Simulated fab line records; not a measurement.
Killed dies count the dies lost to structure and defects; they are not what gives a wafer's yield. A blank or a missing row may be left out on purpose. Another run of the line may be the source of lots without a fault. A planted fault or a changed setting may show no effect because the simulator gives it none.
A sampling plan put to the test :: flow berkeley cmos170 :: one fab line, 15 faults that these records tell of, each judged on the records of the lots that it struck; 12 more are left out, because the records don't allow judging them
What counts as the plan is the set of the line's own looks, namely the steps on the route at which a gauge or an inspection reads a wafer and does not change it. Where struck wafers have a number at a look and the file lists that look's usual mean and standard deviation on fault-free wafers, the look can be judged. Caught: at a look after the fault's first step, the mean of the struck wafers lies 4 or more of those standard deviations (sigma) from the usual mean. On the tool: the fault's steps, tested the same way using the tool's own readings. Another recipe on the struck wafers, or a record that is blank for them alone, also counts as caught.

THE FAULTS, as the simulator had put them in
1. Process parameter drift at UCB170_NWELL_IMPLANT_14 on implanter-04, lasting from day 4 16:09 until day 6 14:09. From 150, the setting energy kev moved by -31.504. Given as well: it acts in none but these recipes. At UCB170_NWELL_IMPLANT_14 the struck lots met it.
2. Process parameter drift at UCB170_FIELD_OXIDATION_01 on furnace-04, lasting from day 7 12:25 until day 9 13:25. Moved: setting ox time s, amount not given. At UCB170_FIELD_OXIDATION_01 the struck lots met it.
3. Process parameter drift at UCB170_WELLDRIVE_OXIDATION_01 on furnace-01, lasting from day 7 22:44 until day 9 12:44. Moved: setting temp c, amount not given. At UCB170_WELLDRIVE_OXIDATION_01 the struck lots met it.
4. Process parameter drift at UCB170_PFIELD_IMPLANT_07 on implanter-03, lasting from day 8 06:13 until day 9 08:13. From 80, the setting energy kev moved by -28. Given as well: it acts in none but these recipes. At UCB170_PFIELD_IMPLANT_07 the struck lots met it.
5. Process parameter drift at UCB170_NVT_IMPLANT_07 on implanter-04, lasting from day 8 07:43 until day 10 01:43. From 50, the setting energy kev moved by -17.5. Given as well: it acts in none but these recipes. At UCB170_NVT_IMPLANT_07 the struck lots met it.
6. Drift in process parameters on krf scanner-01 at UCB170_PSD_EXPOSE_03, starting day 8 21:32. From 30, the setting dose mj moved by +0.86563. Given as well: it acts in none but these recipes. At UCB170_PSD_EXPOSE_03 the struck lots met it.
7. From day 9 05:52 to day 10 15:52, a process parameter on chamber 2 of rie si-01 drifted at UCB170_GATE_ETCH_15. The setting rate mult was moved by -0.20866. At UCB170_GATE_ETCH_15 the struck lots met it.
8. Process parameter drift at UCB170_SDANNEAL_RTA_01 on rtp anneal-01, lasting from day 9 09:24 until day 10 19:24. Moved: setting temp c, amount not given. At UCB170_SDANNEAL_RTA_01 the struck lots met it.
9. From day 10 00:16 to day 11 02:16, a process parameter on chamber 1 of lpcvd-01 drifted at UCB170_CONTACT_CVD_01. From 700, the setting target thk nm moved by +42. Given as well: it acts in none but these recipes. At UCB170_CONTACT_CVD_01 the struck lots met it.
10. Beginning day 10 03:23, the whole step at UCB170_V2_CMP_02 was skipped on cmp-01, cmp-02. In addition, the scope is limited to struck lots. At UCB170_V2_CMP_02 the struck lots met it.
11. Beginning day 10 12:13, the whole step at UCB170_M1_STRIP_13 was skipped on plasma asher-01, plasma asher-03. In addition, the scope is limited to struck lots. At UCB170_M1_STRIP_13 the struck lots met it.
12. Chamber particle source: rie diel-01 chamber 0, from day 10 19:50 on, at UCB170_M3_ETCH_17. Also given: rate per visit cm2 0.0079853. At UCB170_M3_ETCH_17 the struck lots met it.
13. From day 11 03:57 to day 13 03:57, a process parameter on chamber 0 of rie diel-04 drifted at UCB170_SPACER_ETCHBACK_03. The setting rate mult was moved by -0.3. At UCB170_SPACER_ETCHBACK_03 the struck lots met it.
14. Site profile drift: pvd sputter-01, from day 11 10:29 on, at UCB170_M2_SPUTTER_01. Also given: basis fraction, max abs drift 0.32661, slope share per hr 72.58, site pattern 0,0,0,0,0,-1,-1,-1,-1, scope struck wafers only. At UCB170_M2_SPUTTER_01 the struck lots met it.
15. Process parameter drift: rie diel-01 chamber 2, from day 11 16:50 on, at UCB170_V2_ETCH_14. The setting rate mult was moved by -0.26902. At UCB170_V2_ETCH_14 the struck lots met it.

WHAT THE PLAN SAW
fault: 1
on the tool itself: beam energy keV -99 or beyond sigma
first look that catches it: UCB170_NWELL_TW_MEAS_16
reading, sigma: NWELL_TW -5.2
median hours from its first step to that look: 0.2
hours from the fault's start to the first struck lot there: 5
judged looks passed uncaught: 0

fault: 2
on the tool itself: under 2 sigma
first look that catches it: UCB170_FIELD_THK_MEAS_02
reading, sigma: FIELD_OXIDE_THK -14
median hours from its first step to that look: 3.0
hours from the fault's start to the first struck lot there: 9
judged looks passed uncaught: 0

fault: 3
on the tool itself: spike tc load C -13 sigma
first look that catches it: UCB170_WELLDRIVE_THK_MEAS_02
reading, sigma: WELLDRIVE_OXIDE_THK -5.6
median hours from its first step to that look: 3.5
hours from the fault's start to the first struck lot there: 10
judged looks passed uncaught: 0

fault: 4
on the tool itself: beam energy keV -99 or beyond sigma
first look that catches it: UCB170_PFIELD_TW_MEAS_09
reading, sigma: PFIELD_TW -5.3
median hours from its first step to that look: 0.2
hours from the fault's start to the first struck lot there: 14
judged looks passed uncaught: 0

fault: 5
on the tool itself: beam energy keV -99 or beyond sigma
first look that catches it: UCB170_NVT_TW_MEAS_09
reading, sigma: NVT_TW -12
median hours from its first step to that look: 0.2
hours from the fault's start to the first struck lot there: 5
judged looks passed uncaught: 0

fault: 6
on the tool itself: exposure dose mJ cm2 +25 sigma
first look that catches it: not the one look that can be judged after it
reading, sigma: strongest: cd nm at UCB170_PSD_CD_MEAS_06, +2.7
median hours from its first step to that look: -
hours from the fault's start to the first struck lot there: -
judged looks passed uncaught: 1

fault: 7
on the tool itself: under 2 sigma
first look that catches it: no look after it can be judged
reading, sigma: -
median hours from its first step to that look: -
hours from the fault's start to the first struck lot there: -
judged looks passed uncaught: 0

fault: 8
on the tool itself: wafer_temp_C_max +27 sigma
first look that catches it: UCB170_SDANNEAL_RS_MEAS_02
reading, sigma: PSD_RS -32
median hours from its first step to that look: 0.1
hours from the fault's start to the first struck lot there: 7
judged looks passed uncaught: 0

fault: 9
on the tool itself: no reading that can be judged
first look that catches it: UCB170_CONTACT_THK_MEAS_02
reading, sigma: CONTACT_PSG_THK +5.9
median hours from its first step to that look: 1.8
hours from the fault's start to the first struck lot there: 6
judged looks passed uncaught: 0

fault: 10
on the tool itself: the tool's record is blank for the struck wafers
first look that catches it: UCB170_V2_THK_MEAS_04
reading, sigma: V2_POLISHED_THK +99 or beyond
median hours from its first step to that look: 0.4
hours from the fault's start to the first struck lot there: 8
judged looks passed uncaught: 1

fault: 11
on the tool itself: the tool's record is blank for the struck wafers
first look that catches it: no look after it can be judged
reading, sigma: -
median hours from its first step to that look: -
hours from the fault's start to the first struck lot there: -
judged looks passed uncaught: 0

fault: 12
on the tool itself: under 2 sigma
first look that catches it: none of the 2 looks that can be judged after it
reading, sigma: -
median hours from its first step to that look: -
hours from the fault's start to the first struck lot there: -
judged looks passed uncaught: 2

fault: 13
on the tool itself: oes product au -10 sigma
first look that catches it: no look after it can be judged
reading, sigma: -
median hours from its first step to that look: -
hours from the fault's start to the first struck lot there: -
judged looks passed uncaught: 0

fault: 14
on the tool itself: under 2 sigma
first look that catches it: UCB170_M2_RS_MEAS_02
reading, sigma: M2_AL_RS +22
median hours from its first step to that look: 0.1
hours from the fault's start to the first struck lot there: 7
judged looks passed uncaught: 0

fault: 15
on the tool itself: oes product au -5.5 sigma
first look that catches it: no look after it can be judged
reading, sigma: -
median hours from its first step to that look: -
hours from the fault's start to the first struck lot there: -
judged looks passed uncaught: 0
A dash: this means the fault isn't caught or the number doesn't appear in these records.

Caught at a look: 9 of 15. Caught on the tool: 10 of 15. By one or the other: 13 of 15.
Faults caught by the tool alone: 6, 11, 13, 15.
Caught at a look alone: faults 2, 9, 14.
Caught by neither: faults 7, 12.

THINNER SAMPLING
Were the look that catches a fault to measure just every second or every third lot (counted by lot number), the first struck lot would, at worst, be measured this late:
fault: 1
struck lots at that look, in order of time: L453, L455
every lot: 5 h
every second lot: may miss all 2
every third lot: may miss all 2

fault: 2
struck lots at that look, in order of time: L202, L201, L200
every lot: 9 h
every second lot: 9 h
every third lot: 9 h

fault: 3
struck lots at that look, in order of time: L102, L105
every lot: 10 h
every second lot: 10 h
every third lot: may miss all 2

fault: 4
struck lots at that look, in order of time: L333, L332
every lot: 14 h
every second lot: 26 h
every third lot: may miss all 2

fault: 5
struck lots at that look, in order of time: L870, L869
every lot: 5 h
every second lot: 5 h
every third lot: may miss all 2

fault: 8
struck lots at that look, in order of time: L314, L315
every lot: 7 h
every second lot: 17 h
every third lot: may miss all 2

fault: 9
struck lots at that look, in order of time: L549, L552
every lot: 6 h
every second lot: 14 h
every third lot: may miss all 2

fault: 10
struck lots at that look, in order of time: L277, L280
every lot: 8 h
every second lot: 14 h
every third lot: may miss all 2

fault: 14
struck lots at that look, in order of time: L984, L985
every lot: 7 h
every second lot: 20 h
every third lot: may miss all 2
Hours are from the fault's start to the first struck lot that is measured. Since the struck wafers were tested as one group against 4 sigma, a single lot by itself may lie under the limit. Other struck lots may not be in these records.

THE LONGEST TIMED WAY FROM STEP TO LOOK
In fault 3, a median of 3.5 hours elapses between UCB170_WELLDRIVE_OXIDATION_01 and UCB170_WELLDRIVE_THK_MEAS_02. No look between them can be judged.
